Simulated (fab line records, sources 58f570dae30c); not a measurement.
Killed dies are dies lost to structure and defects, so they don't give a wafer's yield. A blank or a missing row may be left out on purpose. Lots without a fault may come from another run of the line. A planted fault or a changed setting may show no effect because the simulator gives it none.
Which tool did it? | flow berkeley_cmos170 | 14 lots, 40 wafers sampled, at 6 steps of a route of 331

WHAT THE GAUGES READ, wafer by wafer
UCB170_NLDD_TW_MEAS_11.
lot  | measured     | on            | NLDD_TW
L850 | day 5 20:29  | film_metro-02 | 2202 2202 2202
L851 | day 6 08:26  | film_metro-03 | 2221 2240 2224
L853 | day 6 21:35  | film_metro-02 | 2203 2205 2213
L856 | day 6 21:49  | film_metro-03 | 2234 2228 2231
L858 | day 7 09:01  | film_metro-04 | 2209 2168 2193 2158
L860 | day 7 22:45  | film_metro-02 | 2198 2185 2189 2193
L862 | day 8 08:29  | film_metro-02 | 2199 2201 2205
L863 | day 8 23:41  | film_metro-02 | 2205 2207 2212
L865 | day 8 23:26  | film_metro-04 | 2211 2215 2200
L868 | day 9 22:02  | film_metro-02 | 2205 2200 2215
L869 | day 10 10:49 | film_metro-04 | 2195 2196 2198
L870 | day 10 11:06 | film_metro-03 | 2242 2239 2231
L871 | day 10 14:10 | film_metro-04 | 2196 2193 2202
L873 | day 10 19:14 | film_metro-02 | 2219 2217 2215

UCB170_SDANNEAL_RS_MEAS_05: measures by four-point-probe.
lot  | measured     | on            | NLDD_RS (ohm/sq)
L850 | day 6 06:48  | film_metro-04 | 621.1 620.0 621.2
L851 | day 6 20:06  | film_metro-03 | 624.0 622.6 622.2
L853 | day 7 08:37  | film_metro-04 | 620.0 618.2 621.1
L856 | day 7 08:11  | film_metro-03 | 620.8 619.1 620.2
L858 | day 8 02:24  | film_metro-03 | 581.2 552.2 580.2 552.6
L860 | day 8 16:05  | film_metro-04 | 563.0 561.0 562.6 561.0
L862 | day 8 17:44  | film_metro-04 | 620.4 618.4 619.3
L863 | day 9 10:49  | film_metro-04 | 619.4 621.6 619.9
L865 | day 9 10:22  | film_metro-04 | 621.2 621.3 621.7
L868 | day 10 12:29 | film_metro-03 | 619.9 620.9 619.0
L869 | day 10 20:51 | film_metro-03 | 622.2 619.1 621.6
L870 | day 10 21:44 | film_metro-03 | 621.4 621.0 621.1
L871 | day 10 21:19 | film_metro-02 | 620.6 619.7 621.2
L873 | day 11 06:14 | film_metro-04 | 619.1 620.5 619.2

UCB170_M2_CD_MEAS_15: target cd 700 nm.
lot  | measured     | on        | cd_nm (nm)
L850 | day 6 22:56  | cd_sem-02 | 701.1 699.5 700.4
L851 | day 7 14:20  | cd_sem-02 | 702.5 703.3 701.7
L853 | day 8 03:52  | cd_sem-01 | 702.4 702.3 700.6
L856 | day 8 03:32  | cd_sem-01 | 698.2 698.6 698.3
L862 | day 9 10:11  | cd_sem-01 | 698.7 698.1 699.5
L863 | day 10 05:59 | cd_sem-01 | 700.4 700.4 701.0
L865 | day 10 06:17 | cd_sem-01 | 698.3 697.9 698.0
L868 | day 11 06:34 | cd_sem-02 | 701.8 701.3 700.8
L869 | day 11 15:22 | cd_sem-02 | 698.5 699.7 699.0
L870 | day 11 15:39 | cd_sem-02 | 699.3 698.6 699.4
L871 | day 11 15:07 | cd_sem-01 | 701.8 702.0 701.6
L873 | day 11 22:07 | cd_sem-01 | 700.4 701.4 700.8

WHICH TOOL RAN EACH LOT (tool, then ch and the chambers of the sampled wafers, then the start)
lot  | UCB170_ZERO_STRIP_07                | UCB170_ACTIVE_SOFTBAKE_09        | UCB170_NLDD_IMPLANT_08
L850 | plasma_asher-01 ch 0,1, day 1 19:53 | litho_track-02 ch 0, day 3 23:59 | implanter-02 ch 0, day 5 20:05
L851 | plasma_asher-01 ch 1, day 2 00:39   | litho_track-04 ch 0, day 4 10:41 | implanter-04 ch 0, day 6 08:02
L853 | plasma_asher-03 ch 0,1, day 2 13:25 | litho_track-02 ch 0, day 4 21:17 | implanter-04 ch 0, day 6 21:13
L856 | plasma_asher-01 ch 1, day 3 00:50   | litho_track-02 ch 0, day 5 03:34 | implanter-02 ch 0, day 6 21:26
L858 | plasma_asher-02 ch 0,1, day 3 12:49 | litho_track-03 ch 0, day 5 13:09 | implanter-03 ch 0, day 7 08:39
L860 | plasma_asher-02 ch 0,1, day 3 21:29 | litho_track-02 ch 0, day 6 00:01 | implanter-03 ch 0, day 7 22:21
L862 | plasma_asher-03 ch 0,1, day 4 06:08 | litho_track-03 ch 0, day 6 06:17 | implanter-04 ch 0, day 8 08:07
L863 | plasma_asher-01 ch 0,1, day 4 15:23 | litho_track-04 ch 0, day 7 00:50 | implanter-02 ch 0, day 8 23:17
L865 | plasma_asher-02 ch 0,1, day 4 18:57 | litho_track-02 ch 0, day 7 01:14 | implanter-04 ch 0, day 8 23:02
L868 | plasma_asher-02 ch 0,1, day 5 12:50 | litho_track-04 ch 0, day 7 21:14 | implanter-04 ch 0, day 9 21:40
L869 | plasma_asher-02 ch 0,1, day 5 16:37 | litho_track-04 ch 0, day 8 05:24 | implanter-03 ch 0, day 10 10:25
L870 | plasma_asher-02 ch 0,1, day 5 22:22 | litho_track-04 ch 0, day 8 05:52 | implanter-04 ch 0, day 10 10:43
L871 | plasma_asher-03 ch 0,1, day 6 03:36 | litho_track-04 ch 0, day 8 11:18 | implanter-03 ch 0, day 10 13:47
L873 | plasma_asher-03 ch 0,1, day 6 12:50 | litho_track-02 ch 0, day 8 15:02 | implanter-03 ch 0, day 10 18:50
- UCB170_ZERO_STRIP_07: strips in O2.
- UCB170_ACTIVE_SOFTBAKE_09: time 60.94 s.
- UCB170_NLDD_IMPLANT_08

WHAT THE TOOLS THEMSELVES READ (means of the sampled wafers that have a number; where no wafer has one, the mark that the record gives instead)
UCB170_ZERO_STRIP_07.
lot  | tool            | drypump_motor_current_A (A) | oes_product_au (a.u.) | strip_time_to_endpoint_s (s)
L850 | plasma_asher-01 | 5.0                         | 0.731                 | 21.39
L851 | plasma_asher-01 | 4.8                         | 0.721                 | 21.46
L853 | plasma_asher-03 | 5.6                         | 0.729                 | 21.55
L856 | plasma_asher-01 | 4.8                         | 0.726                 | 21.47
L858 | plasma_asher-02 | 5.7                         | 0.727                 | 21.41
L860 | plasma_asher-02 | 5.7                         | 0.734                 | 21.48
L862 | plasma_asher-03 | 5.6                         | 0.727                 | 21.37
L863 | plasma_asher-01 | 5.1                         | 0.726                 | 21.40
L865 | plasma_asher-02 | 5.9                         | 0.726                 | 21.36
L868 | plasma_asher-02 | 5.4                         | 0.730                 | 21.37
L869 | plasma_asher-02 | 5.9                         | 0.725                 | 21.44
L870 | plasma_asher-02 | 5.9                         | 0.726                 | 21.45
L871 | plasma_asher-03 | 5.9                         | 0.730                 | 21.54
L873 | plasma_asher-03 | 5.9                         | 0.726                 | 21.44

UCB170_ACTIVE_SOFTBAKE_09.
lot  | tool           | plate_sensor_t_centre_C (C) | plate_sensor_t_edge_C (C) | resist_line_temp_C (C)
L850 | litho_track-02 | 131.41                      | 131.53                    | 22.94
L851 | litho_track-04 | 131.42                      | 131.53                    | 23.09
L853 | litho_track-02 | 131.41                      | 131.53                    | 22.93
L856 | litho_track-02 | 131.40                      | 131.53                    | 23.00
L858 | litho_track-03 | 131.41                      | 131.53                    | 22.95
L860 | litho_track-02 | 131.40                      | 131.52                    | 23.01
L862 | litho_track-03 | 131.40                      | 131.53                    | 23.00
L863 | litho_track-04 | 131.41                      | 131.53                    | 23.01
L865 | litho_track-02 | 131.41                      | 131.54                    | 22.94
L868 | litho_track-04 | 131.40                      | 131.53                    | 23.10
L869 | litho_track-04 | 131.41                      | 131.54                    | 22.95
L870 | litho_track-04 | 131.42                      | 131.53                    | 22.94
L871 | litho_track-04 | 131.41                      | 131.53                    | 23.07
L873 | litho_track-02 | 131.40                      | 131.52                    | 23.02

UCB170_NLDD_IMPLANT_08.
lot  | tool         | beam_on_s (s)
L850 | implanter-02 | 9.89
L851 | implanter-04 | 10.22
L853 | implanter-04 | 9.89
L856 | implanter-02 | 10.10
L858 | implanter-03 | 10.02
L860 | implanter-03 | 10.29
L862 | implanter-04 | 10.13
L863 | implanter-02 | 9.96
L865 | implanter-04 | 10.08
L868 | implanter-04 | 9.95
L869 | implanter-03 | 10.11
L870 | implanter-04 | 9.89
L871 | implanter-03 | 10.02
L873 | implanter-03 | 9.83

THE ANSWER, worked out from the rows above alone
Rule: what is usual is taken from the lots themselves. Put in order of their means at a reading, lots are off if they are a third of the lots or fewer, leave a main group of 4 or more, and stand apart from it by a gap of 3 or more times the standard deviation of the main group's means; of several such gaps the widest counts. A main group whose means are all the same, to the digits that the tables above print for the reading, isn't used. A lot without any number at a reading at which 4 lots or more have one is off too. The other lots that the step has rows for count as sound. The gauges are gone through in route order, then the tools' own readings, and for those a lot's mean is taken as printed above. The first step at which some lot is off is used, and at that step the reading that is off furthest; a lot without a number counts as furthest.
Off: L858, L860, at UCB170_SDANNEAL_RS_MEAS_05 (NLDD_RS). The main group: mean 620.6 ohm/sq, standard deviation 0.94.
A tool fits if, at a process step before that reading, it ran every lot that is off, and no sound lot after the first of them. The gauges at UCB170_SDANNEAL_RS_MEAS_05 are tried like those tools. None of those tried fits.

WHAT THE SIMULATOR HAD PUT IN
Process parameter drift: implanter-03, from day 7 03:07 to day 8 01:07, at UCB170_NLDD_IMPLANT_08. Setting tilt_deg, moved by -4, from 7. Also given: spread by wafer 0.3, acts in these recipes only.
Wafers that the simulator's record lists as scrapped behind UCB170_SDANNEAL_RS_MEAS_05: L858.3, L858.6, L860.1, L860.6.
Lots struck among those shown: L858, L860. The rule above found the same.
